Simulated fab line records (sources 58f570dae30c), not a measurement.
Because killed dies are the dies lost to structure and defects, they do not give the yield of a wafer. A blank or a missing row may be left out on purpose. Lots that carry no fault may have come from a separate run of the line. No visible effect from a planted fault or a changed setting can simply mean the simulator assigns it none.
Which tool was responsible? + flow berkeley-cmos170 + 7 lots, 21 wafers sampled, at 2 steps of a route of 331

## WHAT THE GAUGES SHOWED, per wafer
UCB170_V2_CD_MEAS_90: the cd target is 700 nm.
| lot  | measured     | on        | cd-nm (nm)        |
|------|--------------|-----------|-------------------|
| L180 | day 7 23:42  | cd-sem-01 | 701.7 702.2 700.5 |
| L183 | day 8 09:38  | cd-sem-02 | 699.3 699.2 697.6 |
| L187 | day 9 11:22  | cd-sem-01 | 699.3 701.1 698.7 |
| L188 | day 9 18:50  | cd-sem-01 | 701.3 701.3 700.0 |
| L191 | day 10 12:31 | cd-sem-01 | - - -             |
| L193 | day 10 18:07 | cd-sem-01 | - - -             |
| L202 | day 12 09:58 | cd-sem-01 | 698.8 699.7 697.9 |

## EACH LOT AND THE TOOL THAT RAN IT (in order: tool; ch and the chambers of the sampled wafers; start)
| lot  | UCB170_V2_EXPOSE_09               |
|------|-----------------------------------|
| L180 | krf-scanner-02 ch 0, day 7 22:53  |
| L183 | krf-scanner-01 ch 0, day 8 08:31  |
| L187 | krf-scanner-02 ch 0, day 9 10:32  |
| L188 | krf-scanner-01 ch 0, day 9 17:46  |
| L191 | krf-scanner-02, day 10 11:24      |
| L193 | krf-scanner-02, day 10 17:17      |
| L202 | krf-scanner-02 ch 0, day 12 08:59 |
- UCB170_V2_EXPOSE_09: exposes mask VIA2, target cd 700 nm.

## THE ANSWER, worked out from the rows above alone
Rule: the usual values come from the lots themselves. Put in order of their means at a reading, lots are off if they are a third of the lots or fewer, leave a main group of 4 or more, and stand apart from it by a gap of 3 or more times the standard deviation of the main group's means; of several such gaps the widest counts. Not used: any main group whose means are identical at the precision the tables above print for the reading. Also off: a lot with no number at a reading for which 4 or more lots have one. The other lots that the step has rows for count as sound.
Off at UCB170_V2_CD_MEAS_90 (cd-nm): L191, L193. Without a number there: L191, L193. Mean 699.9 nm and standard deviation 1.1 in the main group.
If a tool, at a process step before that reading, ran all the lots that are off and no sound lot after the first of them, it fits. The gauges at UCB170_V2_CD_MEAS_90 are tried like those tools. Not one of the candidates tried fits.

## WHAT THE SIMULATOR HAD INSERTED
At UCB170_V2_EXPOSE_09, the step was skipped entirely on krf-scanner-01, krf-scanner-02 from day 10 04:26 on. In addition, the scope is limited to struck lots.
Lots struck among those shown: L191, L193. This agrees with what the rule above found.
